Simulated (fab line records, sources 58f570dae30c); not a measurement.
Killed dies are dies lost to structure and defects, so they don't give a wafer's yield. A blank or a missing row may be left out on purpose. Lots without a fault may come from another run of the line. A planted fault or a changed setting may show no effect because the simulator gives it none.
Which tool did it? | flow berkeley_cmos170 | 15 lots, 45 wafers sampled, at 6 steps of a route of 331

WHAT THE GAUGES READ, wafer by wafer
UCB170_PSD_TW_MEAS_10.
lot  | measured     | on            | PSD_TW
L116 | day 6 15:41  | film_metro-03 | 2338 2339 2331
L117 | day 6 15:49  | film_metro-02 | 2340 2341 2323
L118 | day 6 22:47  | film_metro-02 | 2322 2350 2327
L120 | day 6 22:31  | film_metro-03 | 2340 2343 2349
L119 | day 6 22:26  | film_metro-02 | 2330 2330 2350
L128 | day 9 02:23  | film_metro-01 | 2334 2327 2329
L129 | day 9 08:10  | film_metro-02 | 2358 2346 2345
L130 | day 9 08:29  | film_metro-03 | 2351 2344 2324
L131 | day 9 23:43  | film_metro-02 | 2350 2353 2342
L132 | day 10 06:25 | film_metro-03 | 2352 2332 2341
L134 | day 10 11:56 | film_metro-01 | 2340 2325 2331
L133 | day 10 11:49 | film_metro-02 | 2355 2349 2353
L135 | day 10 12:06 | film_metro-03 | 2343 2335 2324
L137 | day 11 16:27 | film_metro-02 | 2312 2328 2320
L138 | day 11 16:53 | film_metro-01 | 2348 2348 2364

UCB170_M1_RS_MEAS_01: measures by four-point-probe.
lot  | measured     | on            | M1_AL_RS (ohm/sq)
L116 | day 7 00:23  | film_metro-02 | 0.0483 0.0482 0.0483
L117 | day 7 02:05  | film_metro-01 | 0.0484 0.0493 0.0491
L118 | day 7 11:41  | film_metro-03 | - - -
L120 | day 7 11:58  | film_metro-01 | - - -
L119 | day 7 11:31  | film_metro-01 | - - -
L128 | day 9 13:28  | film_metro-03 | 0.0482 0.0479 0.0483
L129 | day 9 19:07  | film_metro-02 | 0.0486 0.0478 0.0480
L130 | day 9 21:01  | film_metro-03 | 0.0481 0.0480 0.0477
L131 | day 10 10:23 | film_metro-01 | 0.0485 0.0483 0.0485
L132 | day 10 16:36 | film_metro-03 | 0.0488 0.0492 0.0484
L134 | day 10 23:31 | film_metro-01 | 0.0489 0.0478 0.0484
L133 | day 10 22:07 | film_metro-01 | 0.0494 0.0489 0.0497
L135 | day 10 23:45 | film_metro-02 | 0.0481 0.0481 0.0483
L137 | day 12 01:17 | film_metro-02 | 0.0479 0.0478 0.0482
L138 | day 12 02:44 | film_metro-03 | 0.0483 0.0477 0.0479

UCB170_M1_THK_MEAS_02: measures by xrf.
lot  | measured     | on            | M1_AL_THK (nm)
L116 | day 7 00:29  | film_metro-02 | 602 600 600
L117 | day 7 02:12  | film_metro-01 | 598 585 585
L118 | day 7 11:48  | film_metro-03 | <0 <0 <0
L120 | day 7 12:04  | film_metro-01 | <0 <0 <0
L119 | day 7 11:38  | film_metro-01 | <0 <0 <0
L128 | day 9 13:35  | film_metro-03 | 589 594 593
L129 | day 9 19:13  | film_metro-02 | 595 600 603
L130 | day 9 21:08  | film_metro-03 | 591 591 593
L131 | day 10 10:29 | film_metro-01 | 600 601 598
L132 | day 10 16:43 | film_metro-03 | 584 579 589
L134 | day 10 23:37 | film_metro-01 | 592 605 599
L133 | day 10 22:14 | film_metro-01 | 591 594 586
L135 | day 10 23:52 | film_metro-02 | 595 593 593
L137 | day 12 01:25 | film_metro-02 | 605 603 598
L138 | day 12 02:50 | film_metro-03 | 593 596 593

WHICH TOOL RAN EACH LOT (tool, then ch and the chambers of the sampled wafers, then the start)
lot  | UCB170_NWELL_STRIP_15               | UCB170_SDANNEAL_RTA_01           | UCB170_M1_SPUTTER_00
L116 | plasma_asher-04 ch 0,1, day 2 08:26 | rtp_anneal-01 ch 0, day 6 18:37  | pvd_sputter-01, day 7 00:17
L117 | plasma_asher-04 ch 0,1, day 2 12:48 | rtp_anneal-02 ch 0, day 6 18:46  | pvd_sputter-02, day 7 02:00
L118 | plasma_asher-01 ch 0,1, day 2 21:22 | rtp_anneal-02 ch 0, day 7 02:16  | pvd_sputter-04, day 7 11:37
L120 | plasma_asher-01 ch 0,1, day 3 02:49 | rtp_anneal-01 ch 0, day 7 02:33  | pvd_sputter-02, day 7 11:52
L119 | plasma_asher-04 ch 0,1, day 3 03:06 | rtp_anneal-01 ch 0, day 7 02:05  | pvd_sputter-01, day 7 11:26
L128 | plasma_asher-02 ch 0,1, day 4 19:38 | rtp_anneal-01 ch 0, day 9 05:08  | pvd_sputter-01, day 9 13:24
L129 | plasma_asher-01 ch 0, day 5 03:47   | rtp_anneal-01 ch 0, day 9 13:14  | pvd_sputter-02, day 9 19:02
L130 | plasma_asher-01 ch 0,1, day 5 08:32 | rtp_anneal-01 ch 0, day 9 13:46  | pvd_sputter-04, day 9 20:57
L131 | plasma_asher-01 ch 0,1, day 5 14:18 | rtp_anneal-01 ch 0, day 10 04:58 | pvd_sputter-02, day 10 10:17
L132 | plasma_asher-02 ch 0,1, day 5 21:58 | rtp_anneal-02 ch 0, day 10 08:55 | pvd_sputter-04, day 10 16:32
L134 | plasma_asher-04 ch 0,1, day 6 02:28 | rtp_anneal-02 ch 0, day 10 17:02 | pvd_sputter-01, day 10 23:25
L133 | plasma_asher-02 ch 0,1, day 6 03:03 | rtp_anneal-01 ch 0, day 10 16:46 | pvd_sputter-02, day 10 22:03
L135 | plasma_asher-04 ch 0,1, day 6 08:12 | rtp_anneal-01 ch 0, day 10 17:19 | pvd_sputter-02, day 10 23:41
L137 | plasma_asher-01 ch 0,1, day 7 02:32 | rtp_anneal-01 ch 0, day 11 19:29 | pvd_sputter-04, day 12 01:14
L138 | plasma_asher-01 ch 0,1, day 7 08:04 | rtp_anneal-02 ch 0, day 11 19:47 | pvd_sputter-02, day 12 02:38
- UCB170_NWELL_STRIP_15: strips in O2.
- UCB170_SDANNEAL_RTA_01: time 5 s.
- UCB170_M1_SPUTTER_00: material Al, target thk 600 nm, time 80 s.

WHAT THE TOOLS THEMSELVES READ (means of the sampled wafers that have a number; where no wafer has one, the mark that the record gives instead)
UCB170_NWELL_STRIP_15.
lot  | tool            | drypump_motor_current_A (A) | oes_product_au (a.u.) | strip_time_to_endpoint_s (s)
L116 | plasma_asher-04 | 5.7                         | 0.722                 | 18.05
L117 | plasma_asher-04 | 5.7                         | 0.722                 | 17.92
L118 | plasma_asher-01 | 5.7                         | 0.720                 | 17.93
L120 | plasma_asher-01 | 5.7                         | 0.725                 | 17.87
L119 | plasma_asher-04 | 5.6                         | 0.718                 | 17.94
L128 | plasma_asher-02 | 5.5                         | 0.719                 | 18.17
L129 | plasma_asher-01 | 5.8                         | 0.726                 | 17.99
L130 | plasma_asher-01 | 5.8                         | 0.722                 | 18.07
L131 | plasma_asher-01 | 5.7                         | 0.718                 | 18.00
L132 | plasma_asher-02 | 5.5                         | 0.718                 | 17.88
L134 | plasma_asher-04 | 5.7                         | 0.724                 | 18.01
L133 | plasma_asher-02 | 5.5                         | 0.722                 | 17.99
L135 | plasma_asher-04 | 5.6                         | 0.723                 | 18.10
L137 | plasma_asher-01 | 5.7                         | 0.717                 | 17.96
L138 | plasma_asher-01 | 5.8                         | 0.724                 | 18.00

UCB170_SDANNEAL_RTA_01.
lot  | tool          | lamp_power_pct (%) | wafer_temp_C_max
L116 | rtp_anneal-01 | 40.0               | 1055.9
L117 | rtp_anneal-02 | 38.8               | 1055.2
L118 | rtp_anneal-02 | 38.8               | 1054.7
L120 | rtp_anneal-01 | 40.0               | 1057.2
L119 | rtp_anneal-01 | 40.0               | 1056.0
L128 | rtp_anneal-01 | 40.0               | 1055.9
L129 | rtp_anneal-01 | 40.0               | 1054.4
L130 | rtp_anneal-01 | 40.0               | 1056.3
L131 | rtp_anneal-01 | 40.0               | 1057.0
L132 | rtp_anneal-02 | 38.8               | 1055.0
L134 | rtp_anneal-02 | 38.8               | 1054.2
L133 | rtp_anneal-01 | 40.0               | 1057.4
L135 | rtp_anneal-01 | 40.0               | 1057.3
L137 | rtp_anneal-01 | 40.0               | 1055.3
L138 | rtp_anneal-02 | 38.8               | 1055.7

UCB170_M1_SPUTTER_00.
lot  | tool           | cathode_dc_power_W (W) | chamber_pressure_pa (Pa) | throttle_valve_pct (%)
L116 | pvd_sputter-01 | 5999.6                 | 0.5008                   | 29.6
L117 | pvd_sputter-02 | 6000.6                 | 0.4999                   | 28.8
L118 | pvd_sputter-04 | -                      | -                        | -
L120 | pvd_sputter-02 | -                      | -                        | -
L119 | pvd_sputter-01 | -                      | -                        | -
L128 | pvd_sputter-01 | 6000.4                 | 0.4996                   | 30.4
L129 | pvd_sputter-02 | 6000.2                 | 0.5002                   | 28.3
L130 | pvd_sputter-04 | 5999.0                 | 0.5000                   | 29.5
L131 | pvd_sputter-02 | 6001.0                 | 0.4989                   | 29.9
L132 | pvd_sputter-04 | 6001.2                 | 0.5004                   | 30.1
L134 | pvd_sputter-01 | 5999.9                 | 0.5003                   | 29.4
L133 | pvd_sputter-02 | 5999.4                 | 0.5000                   | 29.7
L135 | pvd_sputter-02 | 5999.5                 | 0.4994                   | 28.9
L137 | pvd_sputter-04 | 5999.3                 | 0.5001                   | 29.9
L138 | pvd_sputter-02 | 6001.2                 | 0.5003                   | 30.6

THE ANSWER, worked out from the rows above alone
Rule: what is usual is taken from the lots themselves. Put in order of their means at a reading, lots are off if they are a third of the lots or fewer, leave a main group of 4 or more, and stand apart from it by a gap of 3 or more times the standard deviation of the main group's means; of several such gaps the widest counts. A main group whose means are all the same, to the digits that the tables above print for the reading, isn't used. A lot without any number at a reading at which 4 lots or more have one is off too. The other lots that the step has rows for count as sound. The gauges are gone through in route order, then the tools' own readings, and for those a lot's mean is taken as printed above. The first step at which some lot is off is used, and at that step the reading that is off furthest; a lot without a number counts as furthest.
Off: L118, L120, L119, at UCB170_M1_RS_MEAS_01 (M1_AL_RS). Without a number there: L118, L120, L119. The main group: mean 0.0484 ohm/sq, standard deviation 0.00042.
A tool fits if, at a process step before that reading, it ran every lot that is off, and no sound lot after the first of them. The gauges at UCB170_M1_RS_MEAS_01 aren't tried: what is off there is off at UCB170_M1_SPUTTER_00 too, on other tools, and a gauge's error can't cause that. None of those tried fits.

WHAT THE SIMULATOR HAD PUT IN
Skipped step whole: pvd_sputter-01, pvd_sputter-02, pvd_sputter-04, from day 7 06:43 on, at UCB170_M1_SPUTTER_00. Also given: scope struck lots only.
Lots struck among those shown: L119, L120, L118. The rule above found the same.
